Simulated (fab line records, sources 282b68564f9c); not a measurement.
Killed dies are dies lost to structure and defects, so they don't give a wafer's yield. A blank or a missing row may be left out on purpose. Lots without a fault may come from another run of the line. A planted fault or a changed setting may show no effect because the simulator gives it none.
A struck lot beside a sound one | flow rit_cmos | 17 steps out of a route of 202
Sound: wafers L750.1, L750.4, L750.6. Struck: wafer L767.5. (L767.1, L767.3 of the same lot were not struck and are left out.) The cause comes at the end.
At each step with rows: each side's tool, then ch and its chambers, then its first start. Under that, the readings that differ: sound wafers | struck wafers | difference of the means | sigmas: that difference in standard deviations of wafers without a fault.
alike: readings whose means differ by less than 2 such deviations, and words and numbers that are the same on both sides. not compared: withheld readings, readings that some wafer has no value for, bounds like >300 that may hide the same value, and numbers for which the record gives no deviation and whose values overlap.
The two part at a step that has a row with sigmas, a row that says differs or no value, or rows on one side only. Numbers that don't overlap but have no deviation are shown without sigmas and don't part them. A reading that every wafer of one side lacks parts them only if that side has two wafers or more.

first, 1 step without rows for these wafers: RIT_PSD_IMPLANT_08.
RIT_PSD_STRIP_09: strips in O2, time 180 s.
  sound on plasma_asher-01 ch 0,1, day 3 01:32; struck on plasma_asher-01 ch 0, day 6 15:58
  alike: drypump_motor_current_A
  not compared: rf_hours_counter_h
RIT_PSD_TW_MEAS_10:
  sound on film_metro-03, day 3 01:42; struck on film_metro-02, day 6 16:08
  alike: PSD_TW
then, 3 steps without rows for these wafers: RIT_SDANNEAL_CLEAN_00 (cleans in SC1, time 600 s); RIT_SDANNEAL_CLEAN_01 (cleans in dHF, time 30 s); RIT_SDANNEAL_CLEAN_02 (cleans in SC2, time 600 s).
RIT_SDANNEAL_RTA_03: time 5 s.
  sound on rtp_anneal-01 ch 0, day 3 02:10; struck on rtp_anneal-02 ch 0, day 6 16:38
  alike: anneal_temp_c_max, ramp_up_c_per_s, wafer_temp_C_max
RIT_SDANNEAL_RS_MEAS_04: measures by four-point-probe.
  sound on film_metro-01, day 3 02:13; struck on film_metro-03, day 6 16:41
  alike: PSD_RS
RIT_SDANNEAL_RS_MEAS_05: measures by four-point-probe.
  sound on film_metro-01, day 3 02:20; struck on film_metro-03, day 6 16:48
  reading         | sound             | struck | difference | sigmas
  NSD_RS (ohm/sq) | 84.94 85.24 85.28 | 84.36  | -0.79      | -3
RIT_SDANNEAL_RS_MEAS_06: measures by four-point-probe.
  sound on film_metro-01, day 3 02:28; struck on film_metro-03, day 6 16:55
  alike: PLDD_RS
RIT_SDANNEAL_RS_MEAS_07: measures by four-point-probe.
  sound on film_metro-01, day 3 02:35; struck on film_metro-03, day 6 17:02
  alike: NLDD_RS
then, 1 step without rows for these wafers: RIT_SILICIDE_WET_ETCH_00 (etches SiO2 in BOE, target depth 14 nm, time 15 s).
RIT_SILICIDE_SPUTTER_01: material Ti, target thk 30 nm, time 240 s.
  sound on pvd_sputter-01, day 3 02:43; struck on pvd_sputter-04, day 6 17:11
  reading                                     | sound             | struck | difference | sigmas
  model.Ti_of_SILICIDE_SPUTTER_01.thk_nm (nm) | 29.51 30.05 29.72 | 43.33  | +13.57     |
  alike: throttle_valve_pct
RIT_SILICIDE_RS_MEAS_02: measures by four-point-probe.
  sound on film_metro-02, day 3 02:52; struck on film_metro-01, day 6 17:20
  reading                 | sound          | struck | difference | sigmas
  SILICIDE_TI_RS (ohm/sq) | 48.8 47.7 48.4 | 30.4   | -17.9      | -20
RIT_SILICIDE_THK_MEAS_03: measures by xrf.
  sound on film_metro-02, day 3 02:59; struck on film_metro-01, day 6 17:27
  reading              | sound          | struck | difference | sigmas
  SILICIDE_TI_THK (nm) | 29.9 30.2 29.9 | 43.2   | +13.2      | +30
RIT_SILICIDE_RTA_04: time 10.45 s, ramp up 5 s, ramp down 5 s.
  sound on rtp_anneal-02 ch 0, day 3 03:02; struck on rtp_anneal-01 ch 0, day 6 17:31
  alike: anneal_temp_c_max, wafer_temp_C_max
RIT_M1_PROBE_99:
  sound on prober-01, day 3 09:49; struck on prober-02, day 7 02:32
  reading                              | sound             | struck | difference | sigmas
  killed_at_front_end                  | 5 11 14           | 4      | -6         | -2
  killed_dies                          | 5 11 14           | 4      | -6         | -2
  model.etest.nmos_0p15.r_on_ohm_um    | 1145 1199 1127    | 1248   | +91        |
  model.etest.contact_pplus.end_ohm_um | 44.63 44.74 45.69 | 66.81  | +21.79     |
  model.etest.npoly_line.line_ohm_um   | 165 166.3 165.2   | 143.7  | -21.8      |
  model.etest.contact_nplus.end_ohm_um | 43.65 43.77 41.77 | 61.82  | +18.76     |
  model.etest.ppoly_line.line_ohm_um   | 158 162.1 161.2   | 143.8  | -16.6      |
  model.etest.npoly_line.width_nm (nm) | 103.3 101.2 102   | 93.25  | -8.92      |
  model.etest.ppoly_line.width_nm (nm) | 104.6 102.4 102.3 | 93.39  | -9.71      |
  model.etest.npoly_line.rs_ohm_sq     | 17.21 16.89 16.95 | 13.62  | -3.40      |
  alike: killed_open, killed_short

WHERE THEY PART
First at RIT_SDANNEAL_RS_MEAS_05; last, within this record, at RIT_M1_PROBE_99.

WHY: what the simulator had put in
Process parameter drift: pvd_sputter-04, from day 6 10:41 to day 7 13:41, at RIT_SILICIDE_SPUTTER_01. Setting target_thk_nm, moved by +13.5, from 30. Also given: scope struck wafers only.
